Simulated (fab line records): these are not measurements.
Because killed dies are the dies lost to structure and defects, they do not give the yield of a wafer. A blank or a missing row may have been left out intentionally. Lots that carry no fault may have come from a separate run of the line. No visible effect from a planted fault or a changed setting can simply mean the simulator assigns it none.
The tool behind it: which one?	flow berkeley_cmos170	21 wafers from 7 lots sampled at 3 of the route's 331 steps

== WHAT THE GAUGES SHOWED, per wafer ==
UCB170_PLDD_CD_MEAS_06: target cd 1200 nm.
lot	measured	on	cd_nm (nm)
L906	day 6 23:23	cd_sem-02	1201.0 1201.6 1201.3
L909	day 8 02:35	cd_sem-01	1199.4 1198.8 1199.4
L911	day 8 01:58	cd_sem-02	1201.3 1200.4 1200.5
L913	day 8 19:13	cd_sem-01	1199.2 1199.6 1199.9
L920	day 10 13:43	cd_sem-01	1238.1 1237.8 1237.3
L925	day 11 23:56	cd_sem-01	1201.9 1201.4 1201.2
L928	day 12 15:41	cd_sem-01	1200.5 1200.4 1201.5

== WHAT TOOL EACH LOT RAN ON (gives the tool, then ch and the chambers of the sampled wafers, and finally the start) ==
lot	UCB170_NVT_STRIP_08	UCB170_PLDD_PEB_04
L906	plasma_asher-01 ch 0,1, day 6 03:59	litho_track-01 ch 0, day 6 23:03
L909	plasma_asher-04 ch 0,1, day 7 08:11	litho_track-04 ch 0, day 8 02:19
L911	plasma_asher-02 ch 0,1, day 7 08:32	litho_track-01 ch 0, day 8 01:42
L913	plasma_asher-01 ch 0,1, day 8 01:53	litho_track-01 ch 0, day 8 18:55
L920	plasma_asher-02 ch 0,1, day 9 18:13	litho_track-03 ch 0, day 10 13:27
L925	plasma_asher-02 ch 0,1, day 10 17:41	litho_track-01 ch 0, day 11 23:40
L928	plasma_asher-01 ch 0,1, day 11 20:58	litho_track-04 ch 0, day 12 15:25
- UCB170_NVT_STRIP_08: strips in O2.
- UCB170_PLDD_PEB_04

== THE ANSWER, worked out from the rows above alone ==
Rule: the lots themselves supply what counts as usual. Put in order of their means at a reading, lots are off if they are a third of the lots or fewer, leave a main group of 4 or more, and stand apart from it by a gap of 3 or more times the standard deviation of the main group's means; of several such gaps the widest counts. Not used: any main group whose means are identical at the precision the tables above print for the reading. Also off: a lot with no number at a reading for which 4 or more lots have one. The other lots that the step has rows for count as sound.
Off, at UCB170_PLDD_CD_MEAS_06 on cd_nm: L920. The main group: mean 1200.5 nm, standard deviation 0.85.
If a tool, at a process step before that reading, ran all the lots that are off and no sound lot after the first of them, it fits. Those tools and the gauges at UCB170_PLDD_CD_MEAS_06 are tried in the same way. One candidate fits, namely litho_track-03 at UCB170_PLDD_PEB_04. It ran no sound lot before its first lot that is off in this sample, so the start can't be narrowed down.

== WHAT THE SIMULATOR HAD PUT IN ==
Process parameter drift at UCB170_PLDD_PEB_04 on litho_track-03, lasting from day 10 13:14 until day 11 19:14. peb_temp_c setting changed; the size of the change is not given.
Shown lots that were struck: L920. The same result came from the rule above.
